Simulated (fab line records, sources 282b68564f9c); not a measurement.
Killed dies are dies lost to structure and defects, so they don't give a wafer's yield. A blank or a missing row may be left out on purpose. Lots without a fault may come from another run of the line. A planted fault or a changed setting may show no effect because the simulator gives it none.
fab line records | flow rit_cmos
record lots=6 wafers=18 last_day=7
route steps=202 shown NLDD@110 PLDD@114 SPACER@125 NSD@131 PSD@142 M1@202
lots that met no fault: from a run of the same line without faults
start_h: hours from the record's first day to the start of the lot's first wafer shown | wait_h: hours since the lot's step before | " the same as in the row above | L1.1+2: a row that stands for several wafers | - no value, or no start given | * or withheld: withheld | < > ~ a bound
route shown NAME@n: a module of which the file shows steps, and the number in the route of the first | usual: mean/standard deviation of fault-free wafers | same: alike in all rows | chamber/n: place in a boat | sites: the reading at each site | _std_site: their standard deviation | _edge_site: outer sites' mean less inner sites' | radius_mm: how far each site lies from the wafer's centre | mask NAME#n: copy n | behind: the tool/chamber that last shaped the wafer | hold: why the lot was held/for how many hours/how that ended | device: the transistor (n, p or np) that didn't switch | end of line: the same wafers' tests at the end of the route | a step without rows: its recipe alone | killed: dies lost to structure and defects at the first sort, not the wafer's yield | map: a wafer's dies, x killed, . not, _ none there
set.NAME: the setting as run; set.NAME@STEP: as run at that earlier step | model.NAME: the simulator's own value behind a step, which no gauge read
lots at some steps of the route; a table a step, a row a wafer
services: from which hour (start_h, from the record's first day; less than 0 if before it) a tool's chamber was out of use, for how many hours, and why
## steps
# step RIT_NLDD_HARDBAKE_07
# recipe resist=NOVOLAK temp_c=140 time_s=60
# step RIT_NLDD_IMPLANT_08
# recipe species=P energy_kev=20 dose_cm2=5.08e+14 tilt_deg=7
# step RIT_NLDD_STRIP_09
# recipe chemistry=O2 time_s=180 resist=NOVOLAK platen_temp_c=withheld power_w=500 pressure_mtorr=4000 o2_flow_sccm=4000
# usual drypump_motor_current_A=5.6/0.45 rf_refl_power_W=6.3/1.6
# same time_s=180
# columns lot.wafer tool chamber start_h wait_h drypump_motor_current_A rf_hours_counter_h rf_refl_power_W
L788.1 plasma_asher-02 0 52.43 0.1 5.8 40 6.4
L788.3 " 0 " " 5.8 - 6.2
L788.6 " 0 " " 5.8 - 6.1
L791.1 plasma_asher-03 1 67.59 0.1 5.2 26 6.2
L791.2 " 0 " " 6.3 26 7.1
L791.6 " 0 " " 6.3 - 7.1
L793.1 plasma_asher-03 0 76.62 0.1 6.4 27 7.2
L793.4 " 1 " " 5.2 - 6.6
L793.5 " 1 " " 5.2 - 6.1
L801.2 plasma_asher-03 1 120.97 0.1 5.2 31 6.1
L801.5 " 1 " " 5.2 - 6.5
L801.6 " 0 " " 6.3 - 7.2
L802.1 plasma_asher-02 0 121.74 0.1 5.8 47 6.2
L802.2 " 1 " " 5.8 47 5.5
L802.3 " 1 " " 5.8 - 5.4
L807.2 plasma_asher-02 1 149.75 0.1 5.8 51 5.6
L807.3 " 0 " " 5.8 - 6.1
L807.5 " 1 " " 5.8 - 5.5
# step RIT_NLDD_TW_MEAS_10
# usual NLDD_TW=2490/22
# columns lot.wafer tool chamber start_h wait_h NLDD_TW
L788.1 film_metro-03 - 52.60 0.1 2507
L788.3 " - " " 2504
L788.6 " - " " 2517
L791.1 film_metro-04 - 67.76 0.1 2509
L791.2 " - " " 2511
L791.6 " - " " 2514
L793.1 film_metro-02 - 76.79 0.1 2468
L793.4 " - " " 2460
L793.5 " - " " 2469
L801.2 film_metro-02 - 121.16 0.1 2461
L801.5 " - " " 2483
L801.6 " - " " 2464
L802.1 film_metro-03 - 121.92 0.1 2471
L802.2 " - " " 2469
L802.3 " - " " 2467
L807.2 film_metro-04 - 149.94 0.1 2514
L807.3 " - " " 2515
L807.5 " - " " 2502
# step RIT_PLDD_HMDS_00
# recipe prime_time_s=60 prime_temp_c=140
# step RIT_PLDD_COAT_01
# recipe resist=NOVOLAK spin_rpm=3250 resist_thk_nm=1000
# step RIT_PLDD_SOFTBAKE_02
# recipe resist=NOVOLAK temp_c=90 time_s=60
# step RIT_PLDD_EXPOSE_03
# recipe mask_id=M8 na=0.57 target_cd_nm=40900 dose_mj=250
# step RIT_PLDD_PEB_04
# recipe resist=NOVOLAK temp_c=withheld time_s=withheld
# step RIT_PLDD_DEVELOP_05
# recipe resist=NOVOLAK develop_time_s=50 dev_temp_c=23
# step RIT_PLDD_OVL_MEAS_06
# usual PLDD_OVL=1.1/1.4
# columns lot.wafer tool chamber start_h wait_h PLDD_OVL[nm]
L788.1 overlay-01 - 53.64 - 2.4
L788.3 " - " " 1.5
L788.6 " - " " 2.4
L791.1 overlay-02 - 68.67 - 1.6
L791.2 " - " " 3.0
L791.6 " - " " 2.1
L793.1 overlay-01 - 77.83 - 2.6
L793.4 " - " " 2.9
L793.5 " - " " 2.7
L801.2 overlay-01 - 122.28 - 0.6
L801.5 " - " " 0.8
L801.6 " - " " 0.2
L802.1 overlay-01 - 122.83 - 2.3
L802.2 " - " " 0.6
L802.3 " - " " 1.3
L807.2 overlay-02 - 151.07 - -0.6
L807.3 " - " " -0.1
L807.5 " - " " 1.0
# step RIT_PLDD_HARDBAKE_07
# recipe resist=NOVOLAK temp_c=140 time_s=60
# step RIT_PLDD_IMPLANT_08
# recipe species=BF2 energy_kev=19.81 dose_cm2=9e+14 tilt_deg=7
# usual beam_on_s=9.98/0.21 tilt_deg=6.995/0.018
# columns lot.wafer tool chamber start_h wait_h beam_on_s tilt_deg
L788.1 implanter-02 0 53.83 0.1 9.85 7.029
L788.3 " 0 " " 9.90 7.016
L788.6 " 0 " " 10.29 6.998
L791.1 implanter-04 0 68.86 0.1 9.81 7.561
L791.2 " 0 " " 9.64 7.586
L791.6 " 0 " " 9.86 7.570
L793.1 implanter-04 0 78.01 0.1 9.91 7.606
L793.4 " 0 " " 9.85 7.627
L793.5 " 0 " " 10.24 7.587
L801.2 implanter-02 0 122.48 0.1 9.92 7.012
L801.5 " 0 " " 10.08 7.006
L801.6 " 0 " " 10.41 6.966
L802.1 implanter-01 0 123.01 0.1 10.22 6.997
L802.2 " 0 " " 10.40 6.999
L802.3 " 0 " " 10.32 6.996
L807.2 implanter-04 0 151.31 0.1 10.09 6.998
L807.3 " 0 " " 10.10 6.989
L807.5 " 0 " " 10.13 7.005
# step RIT_PLDD_STRIP_09
# recipe chemistry=O2 time_s=180 resist=NOVOLAK platen_temp_c=withheld power_w=500 pressure_mtorr=4000 o2_flow_sccm=4000
# usual drypump_motor_current_A=5.5/0.34 rf_refl_power_W=6.4/1.9
# same time_s=180
# columns lot.wafer tool chamber start_h wait_h drypump_motor_current_A rf_hours_counter_h rf_refl_power_W
L788.1 plasma_asher-01 0 53.98 0.1 5.6 41 7.9
L788.3 " 1 " " 6.0 - 7.0
L788.6 " 0 " " 5.6 - 7.8
L791.1 plasma_asher-02 1 69.01 0.1 5.8 42 5.7
L791.2 " 0 " " 5.7 42 5.9
L791.6 " 1 " " 5.8 - 5.6
L793.1 plasma_asher-02 1 78.16 0.1 5.8 43 5.5
L793.4 " 1 " " 5.8 - 5.5
L793.5 " 0 " " 5.8 - 6.1
L801.2 plasma_asher-04 0 122.61 0.1 5.4 51 3.5
L801.5 " 1 " " 5.0 - 9.5
L801.6 " 0 " " 5.4 - 3.6
L802.1 plasma_asher-01 0 123.16 0.1 5.6 1 7.5
L802.2 " 1 " " 6.0 1 7.0
L802.3 " 0 " " 5.6 - 7.5
L807.2 plasma_asher-04 1 151.44 0.1 5.0 54 9.4
L807.3 " 0 " " 5.5 - 3.7
L807.5 " 0 " " 5.4 - 3.8
# step RIT_PLDD_TW_MEAS_10
# usual PLDD_TW=2332/21
# columns lot.wafer tool chamber start_h wait_h PLDD_TW
L788.1 film_metro-04 - 54.15 0.1 2336
L788.3 " - " " 2343
L788.6 " - " " 2336
L791.1 film_metro-03 - 69.18 0.1 2344
L791.2 " - " " 2342
L791.6 " - " " 2340
L793.1 film_metro-04 - 78.34 0.1 2358
L793.4 " - " " 2370
L793.5 " - " " 2364
L801.2 film_metro-03 - 122.79 0.1 2315
L801.5 " - " " 2291
L801.6 " - " " 2296
L802.1 film_metro-03 - 123.34 0.1 2304
L802.2 " - " " 2303
L802.3 " - " " 2308
L807.2 film_metro-04 - 151.62 0.1 2347
L807.3 " - " " 2358
L807.5 " - " " 2346
# step RIT_SPACER_CLEAN_00
# recipe chemistry=SC1 mix=3:3:50 time_s=600 temp_c=75
# step RIT_SPACER_CLEAN_01
# recipe chemistry=dHF dilution=50:1 time_s=30
# step RIT_SPACER_CLEAN_02
# recipe chemistry=SC2 mix=3:3:50 time_s=600 temp_c=75 dry=n2_spin
# step RIT_SPACER_CVD_03
# recipe material=Si3N4 target_thk_nm=250 temp_c=810 precursor=SiH2Cl2/NH3 time_s=3300 pressure_mtorr=300 sih2cl2_flow_sccm=60 nh3_flow_sccm=150
# step RIT_SPACER_THK_MEAS_04
# recipe reads=Si3N4_of_SPACER_CVD_03
# usual SPACER_NITRIDE_THK=249.8/1.9
# columns lot.wafer tool chamber start_h wait_h SPACER_NITRIDE_THK[nm]
L788.1 film_metro-02 - 58.07 0.0 249.5
L788.3 " - " " 249.4
L788.6 " - " " 250.7
L791.1 film_metro-03 - 71.88 0.0 248.6
L791.2 " - " " 248.6
L791.6 " - " " 249.1
L793.1 film_metro-01 - 80.70 0.0 253.3
L793.4 " - " " 252.9
L793.5 " - " " 250.5
L801.2 film_metro-01 - 125.13 0.0 250.7
L801.5 " - " " 249.2
L801.6 " - " " 249.8
L802.1 film_metro-03 - 125.70 0.0 248.7
L802.2 " - " " 249.7
L802.3 " - " " 249.2
L807.2 film_metro-01 - 153.97 0.0 249.6
L807.3 " - " " 249.9
L807.5 " - " " 251.2
# step RIT_SPACER_ETCHBACK_05
# recipe target_depth_a=2500 SF6_flow_sccm=30 CHF3_flow_sccm=30 target=Si3N4 chemistry=SF6/CHF3 pressure_mtorr=40 rf_w=250 time_s=240 stop_on=SiO2
# usual drypump_motor_current_A=5.5/0.36 oes_product_au=0.843/0.015 throttle_valve_pct=10.26/0.18
# same time_s=240
# columns lot.wafer tool chamber start_h wait_h drypump_motor_current_A oes_product_au rf_hours_counter_h throttle_valve_pct
L788.1 rie_diel-01 1 58.13 0.1 5.6 0.851 66 10.48
L788.3 " 2 " " 6.1 0.871 0 10.04
L788.6 " 0 " " 5.4 0.836 - 10.44
L791.1 rie_diel-01 1 71.94 0.1 5.6 0.842 66 10.46
L791.2 " 3 " " 4.9 0.818 0 10.17
L791.6 " 2 " " 6.0 0.868 - 10.05
L793.1 rie_diel-02 1 80.76 0.1 5.3 0.866 4 10.47
L793.4 " 0 " " 5.8 0.851 110 10.33
L793.5 " 2 " " 4.9 0.818 - 10.22
L801.2 rie_diel-02 1 125.18 0.0 5.3 0.853 5 10.45
L801.5 " 1 " " 5.3 0.853 - 10.46
L801.6 " 2 " " 4.9 0.815 - 10.21
L802.1 rie_diel-04 0 125.76 0.1 5.7 0.849 136 10.33
L802.2 " 1 " " 6.1 0.862 15 10.16
L802.3 " 2 " " 5.6 0.836 127 9.95
L807.2 rie_diel-04 0 154.02 0.0 5.7 0.847 137 10.35
L807.3 " 1 " " 6.1 0.851 16 10.17
L807.5 " 2 " " 5.6 0.827 - 9.95
# step RIT_NSD_HMDS_00
# recipe prime_time_s=60 prime_temp_c=140
# step RIT_NSD_COAT_01
# recipe resist=NOVOLAK spin_rpm=3250 resist_thk_nm=1000
# step RIT_NSD_SOFTBAKE_02
# recipe resist=NOVOLAK temp_c=90 time_s=60
# step RIT_NSD_EXPOSE_03
# recipe mask_id=M9 na=0.57 target_cd_nm=40700 dose_mj=250
# step RIT_NSD_PEB_04
# recipe resist=NOVOLAK temp_c=withheld time_s=withheld
# step RIT_NSD_DEVELOP_05
# recipe resist=NOVOLAK develop_time_s=50 dev_temp_c=23
# step RIT_NSD_OVL_MEAS_06
# usual NSD_OVL=0.5/1.5
# columns lot.wafer tool chamber start_h wait_h NSD_OVL[nm]
L788.1 overlay-02 - 59.13 - 0.4
L788.3 " - " " -1.7
L788.6 " - " " 2.0
L791.1 overlay-02 - 72.94 - 2.0
L791.2 " - " " 2.6
L791.6 " - " " 1.4
L793.1 overlay-02 - 81.76 - -1.9
L793.4 " - " " -1.7
L793.5 " - " " -2.4
L801.2 overlay-02 - 126.56 - -0.4
L801.5 " - " " -0.9
L801.6 " - " " 1.4
L802.1 overlay-01 - 126.84 - 2.4
L802.2 " - " " 1.3
L802.3 " - " " 0.4
L807.2 overlay-02 - 155.03 - 0.9
L807.3 " - " " 0.8
L807.5 " - " " 2.5
# step RIT_NSD_HARDBAKE_07
# recipe resist=NOVOLAK temp_c=140 time_s=60
# step RIT_NSD_IMPLANT_08
# recipe species=P energy_kev=25 dose_cm2=1e+15 tilt_deg=7
# step RIT_NSD_STRIP_09
# recipe chemistry=O2 time_s=180 resist=NOVOLAK platen_temp_c=withheld power_w=500 pressure_mtorr=4000 o2_flow_sccm=4000
# usual drypump_motor_current_A=5.8/0.35 rf_refl_power_W=6.6/0.7
# same time_s=180
# columns lot.wafer tool chamber start_h wait_h drypump_motor_current_A rf_hours_counter_h rf_refl_power_W
L788.1 plasma_asher-03 1 59.46 0.1 5.2 25 6.4
L788.3 " 1 " " 5.2 - 6.3
L788.6 " 0 " " 6.3 - 7.1
L791.1 plasma_asher-02 0 73.27 0.1 5.8 43 6.3
L791.2 " 1 " " 5.8 43 5.6
L791.6 " 0 " " 5.8 - 6.6
L793.1 plasma_asher-01 0 82.09 0.1 5.6 44 7.7
L793.4 " 1 " " 6.0 - 6.7
L793.5 " 0 " " 5.7 - 7.7
L801.2 plasma_asher-01 0 127.02 0.1 5.7 1 7.6
L801.5 " 0 " " 5.7 - 7.8
L801.6 " 1 " " 6.0 - 6.8
L802.1 plasma_asher-03 0 127.17 0.1 6.3 32 7.0
L802.2 " 1 " " 5.2 32 6.3
L802.3 " 1 " " 5.2 - 6.4
L807.2 plasma_asher-02 1 155.36 0.1 5.8 52 5.6
L807.3 " 0 " " 5.8 - 6.2
L807.5 " 0 " " 5.8 - 6.3
# step RIT_NSD_TW_MEAS_10
# usual NSD_TW=3098/27
# columns lot.wafer tool chamber start_h wait_h NSD_TW
L788.1 film_metro-03 - 59.64 0.1 3110
L788.3 " - " " 3108
L788.6 " - " " 3128
L791.1 film_metro-02 - 73.45 0.1 3066
L791.2 " - " " 3072
L791.6 " - " " 3066
L793.1 film_metro-02 - 82.27 0.1 3061
L793.4 " - " " 3054
L793.5 " - " " 3064
L801.2 film_metro-03 - 127.20 0.1 3070
L801.5 " - " " 3077
L801.6 " - " " 3091
L802.1 film_metro-04 - 127.35 0.1 3141
L802.2 " - " " 3131
L802.3 " - " " 3126
L807.2 film_metro-04 - 155.54 0.1 3132
L807.3 " - " " 3115
L807.5 " - " " 3123
# step RIT_PSD_HMDS_00
# recipe prime_time_s=60 prime_temp_c=140
# step RIT_PSD_COAT_01
# recipe resist=NOVOLAK spin_rpm=3291 resist_thk_nm=1000
# step RIT_PSD_SOFTBAKE_02
# recipe resist=NOVOLAK temp_c=90 time_s=60
# step RIT_PSD_EXPOSE_03
# recipe mask_id=M10 na=0.57 target_cd_nm=40900 dose_mj=250
# step RIT_PSD_PEB_04
# recipe resist=NOVOLAK temp_c=withheld time_s=withheld
# step RIT_PSD_DEVELOP_05
# recipe resist=NOVOLAK develop_time_s=50 dev_temp_c=23
# step RIT_PSD_OVL_MEAS_06
# usual PSD_OVL=-0.2/1.3
# columns lot.wafer tool chamber start_h wait_h PSD_OVL[nm]
L788.1 overlay-01 - 60.67 - -0.3
L788.3 " - " " 1.2
L788.6 " - " " 1.2
L791.1 overlay-01 - 74.56 - -0.8
L791.2 " - " " -0.7
L791.6 " - " " 0.7
L793.1 overlay-02 - 83.30 - -1.9
L793.4 " - " " -1.7
L793.5 " - " " -2.0
L801.2 overlay-02 - 128.24 - -0.8
L801.5 " - " " -1.0
L801.6 " - " " -0.9
L802.1 overlay-02 - 128.56 - 0.1
L802.2 " - " " -1.8
L802.3 " - " " -1.9
L807.2 overlay-02 - 156.45 - -0.2
L807.3 " - " " -1.4
L807.5 " - " " -2.0
# step RIT_PSD_HARDBAKE_07
# recipe resist=NOVOLAK temp_c=140 time_s=60
# step RIT_PSD_IMPLANT_08
# recipe species=BF2 energy_kev=27.44 dose_cm2=5e+15 tilt_deg=7
# step RIT_PSD_STRIP_09
# recipe chemistry=O2 time_s=180 resist=NOVOLAK platen_temp_c=withheld power_w=500 pressure_mtorr=4000 o2_flow_sccm=4000
# usual drypump_motor_current_A=5.5/0.47 rf_refl_power_W=6.7/2
# same time_s=180
# columns lot.wafer tool chamber start_h wait_h drypump_motor_current_A rf_hours_counter_h rf_refl_power_W
L788.1 plasma_asher-04 0 61.03 0.1 5.5 44 3.6
L788.3 " 0 " " 5.5 - 3.7
L788.6 " 1 " " 4.9 - 9.3
L791.1 plasma_asher-01 1 75.01 0.1 6.0 43 6.6
L791.2 " 0 " " 5.6 43 7.7
L791.6 " 0 " " 5.7 - 7.7
L793.1 plasma_asher-03 1 83.64 0.1 5.2 28 6.5
L793.4 " 1 " " 5.2 - 6.3
L793.5 " 1 " " 5.2 - 6.4
L801.2 plasma_asher-04 1 128.57 0.1 5.0 51 9.0
L801.5 " 1 " " 5.0 - 9.1
L801.6 " 0 " " 5.5 - 3.6
L802.1 plasma_asher-03 1 128.90 0.1 5.2 32 6.1
L802.2 " 0 " " 6.4 32 7.4
L802.3 " 1 " " 5.2 - 6.3
L807.2 plasma_asher-04 1 156.78 0.1 5.0 55 9.3
L807.3 " 1 " " 5.0 - 9.3
L807.5 " 1 " " 5.0 - 9.1
# step RIT_SDANNEAL_RS_MEAS_06
# recipe thk_meas_gauge=four-point-probe
# usual PLDD_RS=179.2/0.5
# columns lot.wafer tool chamber start_h wait_h PLDD_RS[ohm/sq]
L788.1 film_metro-02 - 61.96 0.1 179.6
L788.3 " - " " 179.0
L788.6 " - " " 179.1
L791.1 film_metro-02 - 75.91 0.1 -
L791.2 " - " " -
L791.6 " - " " -
L793.1 film_metro-02 - 84.54 0.1 -
L793.4 " - " " -
L793.5 " - " " -
L801.2 film_metro-04 - 129.52 0.1 178.9
L801.5 " - " " 179.3
L801.6 " - " " 179.3
L802.1 film_metro-02 - 129.80 0.1 179.4
L802.2 " - " " 179.2
L802.3 " - " " 178.8
L807.2 film_metro-02 - 157.71 0.1 179.5
L807.3 " - " " 179.6
L807.5 " - " " 179.6
# step RIT_M1_PROBE_99
# usual killed_at_contacts=0.1/0.25 killed_at_front_end=7.1/2.9 killed_dies=7.2/2.9 killed_on_rim=2.0/1.3 killed_open=3.6/1.9 killed_short=3.5/1.9
# same gross_dies=264 killed_at_M0_to_M3=0 killed_at_M4_up=0 killed_at_back_side=0 killed_at_other=0
# columns lot.wafer tool chamber start_h wait_h killed_at_contacts killed_at_front_end killed_dies killed_on_rim killed_open killed_short model.etest.pmos_turned.drive_ua_um
L788.1 prober-02 - 70.47 0.1 0 10 10 4 3 7 194.9
L788.3 prober-02 - 70.57 0.2 0 9 9 3 5 4 199.3
L788.6 prober-02 - 70.72 0.2 0 9 9 2 5 4 194.9
L791.1 prober-01 - 83.67 0.1 0 7 7 3 3 4 177.2
L791.2 prober-01 - 83.72 0.1 0 5 5 3 3 2 174.3
L791.6 prober-01 - 83.92 0.2 0 4 4 1 2 2 178.7
L793.1 prober-01 - 91.53 0.1 0 9 9 2 6 3 176.7
L793.4 prober-01 - 91.68 0.2 0 9 9 2 5 4 170.9
L793.5 prober-01 - 91.73 0.2 0 10 10 3 1 9 172.8
L802.1 prober-01 - 138.00 0.1 0 9 9 2 2 7 184.1
L802.2 prober-01 - 138.05 0.1 0 4 4 2 3 1 191.7
L802.3 prober-01 - 138.10 0.2 0 2 2 0 1 1 187.7
L801.2 prober-02 - 138.05 0.1 0 7 7 3 3 4 163.6
L801.5 prober-02 - 138.20 0.2 0 3 3 1 1 2 173.8
L801.6 prober-02 - 138.25 0.2 1 10 11 3 4 7 162.5
L807.2 prober-02 - 165.09 0.1 0 12 12 5 9 3 174.8
L807.3 prober-02 - 165.14 0.2 0 5 5 0 3 2 176.2
L807.5 prober-02 - 165.24 0.2 0 7 7 0 3 4 176.4
# killed by level:class
L788.1 SPACER:geometric_particle:short=3 FOX1:geometric_particle:short=2 GATE:geometric_particle:short=2 SPACER:geometric_particle:open=2 FOX1:geometric_particle:open=1
L788.3 GATE:geometric_particle:open=2 GATE:geometric_particle:short=2 REOX:geometric_particle:open=2 SPACER:geometric_particle:short=2 FOX1:geometric_particle:open=1
L788.6 GATE:geometric_particle:open=3 GATE:geometric_particle:short=2 SILICIDE:geometric_particle:open=2 FOX1:geometric_particle:short=1 SPACER:geometric_particle:short=1
L791.1 FOX2:geometric_particle:short=2 GATE:geometric_particle:open=2 GATE:geometric_particle:short=1 SPACER:geometric_particle:short=1 SILICIDE:geometric_particle:open=1
L791.2 FOX2:geometric_particle:open=1 FOX2:geometric_particle:short=1 GATE:geometric_particle:short=1 REOX:geometric_particle:open=1 SILICIDE:geometric_particle:open=1
L791.6 FOX1:geometric_particle:short=1 GATE:geometric_particle:open=1 REOX:geometric_particle:short=1 SPACER:geometric_particle:open=1
L793.1 FOX1:geometric_particle:open=2 REOX:geometric_particle:open=2 GATE:geometric_particle:short=1 REOX:geometric_particle:short=1 SPACER:geometric_particle:open=1 SILICIDE:geometric_particle:short=1 SILICIDE:geometric_particle:open=1
L793.4 REOX:geometric_particle:open=2 REOX:geometric_particle:short=2 FOX2:geometric_particle:short=1 GATE:geometric_particle:open=1 SPACER:geometric_particle:open=1 SILICIDE:geometric_particle:short=1 SILICIDE:geometric_particle:open=1
L793.5 GATE:geometric_particle:short=4 FOX1:geometric_particle:short=2 REOX:geometric_particle:short=2 GATE:geometric_particle:open=1 SPACER:geometric_particle:short=1
L802.1 SPACER:geometric_particle:short=3 FOX1:geometric_particle:open=2 FOX2:geometric_particle:short=2 GATE:geometric_particle:short=2
L801.2 GATE:geometric_particle:short=3 GATE:geometric_particle:open=2 FOX2:geometric_particle:open=1 REOX:geometric_particle:short=1
L802.2 GATE:geometric_particle:open=2 SPACER:geometric_particle:open=1 SPACER:geometric_particle:short=1
L802.3 GATE:geometric_particle:open=1 SPACER:geometric_particle:short=1
L801.5 GATE:geometric_particle:open=1 REOX:geometric_particle:short=1 SPACER:geometric_particle:short=1
L801.6 GATE:geometric_particle:open=2 REOX:geometric_particle:short=2 REOX:geometric_particle:open=2 SPACER:geometric_particle:short=2 GATE:geometric_particle:short=1 SILICIDE:geometric_particle:short=1 CONTACT:geometric_particle:short=1
L807.2 FOX1:geometric_particle:open=3 SILICIDE:geometric_particle:open=3 GATE:geometric_particle:short=2 GATE:geometric_particle:open=2 FOX2:geometric_particle:open=1 SILICIDE:geometric_particle:short=1
L807.3 GATE:geometric_particle:open=2 FOX2:geometric_particle:short=1 GATE:geometric_particle:short=1 SILICIDE:geometric_particle:open=1
L807.5 FOX1:geometric_particle:short=2 GATE:geometric_particle:open=2 FOX2:geometric_particle:open=1 GATE:geometric_particle:short=1 SILICIDE:geometric_particle:short=1
## services
# columns tool chamber start_h hours kind
implanter-01 - 28.71 2.7 repair
plasma_asher-01 - 34.24 5.5 repair
rie_diel-02 2 34.72 10.8 repair
rie_diel-01 3 35.27 6.7 repair
implanter-01 - 37.76 1.9 repair
rie_diel-01 3 44.84 - clean
rie_diel-01 3 44.84 25.6 scheduled_down
rie_diel-01 3 44.84 25.6 vent_cycle
plasma_asher-04 - 52.02 1.9 repair
rie_diel-04 2 55.77 5.1 repair
implanter-02 - 98.49 0.9 repair
rie_diel-01 - 107.33 0.5 repair
plasma_asher-01 - 108.75 9.0 pm
plasma_asher-01 0 108.75 9.0 vent_cycle
plasma_asher-01 1 108.75 9.0 vent_cycle
implanter-02 - 109.12 0.7 repair
plasma_asher-02 - 109.32 2.8 pm
plasma_asher-01 0 117.75 - clean
plasma_asher-01 1 117.75 - clean
implanter-01 - 132.63 5.5 pm
implanter-02 - 153.75 4.6 repair
## key
first_sign step=RIT_PLDD_IMPLANT_08 reading=tilt_deg direction=up sigmas=33 usual=6.995 struck=7.589
effect step=RIT_SDANNEAL_RS_MEAS_06 reading=PLDD_RS direction=missing
model_effect step=RIT_M1_PROBE_99 value=etest.pmos_turned.drive_ua_um without=191.8 struck=175.1
met_at RIT_PLDD_IMPLANT_08
struck_wafers L791.1,L791.2,L791.6,L793.1,L793.4,L793.5
tester_left_out L791,L793
fault kind=process_parameter_drift tool=implanter-04 chamber=- onset_h=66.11 steps=RIT_PLDD_IMPLANT_08 channel=tilt_deg offset=0.59984 shape=step end_h=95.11 acts_in=these_recipes_only stated=7
# tester_left_out: of these lots the tester's yield and bins aren't shown, on N5 and GAA mostly nor the transistor test; their killed dies are dies lost to structure and defects alone, not to doping, threshold or leakage, so they don't give the yield
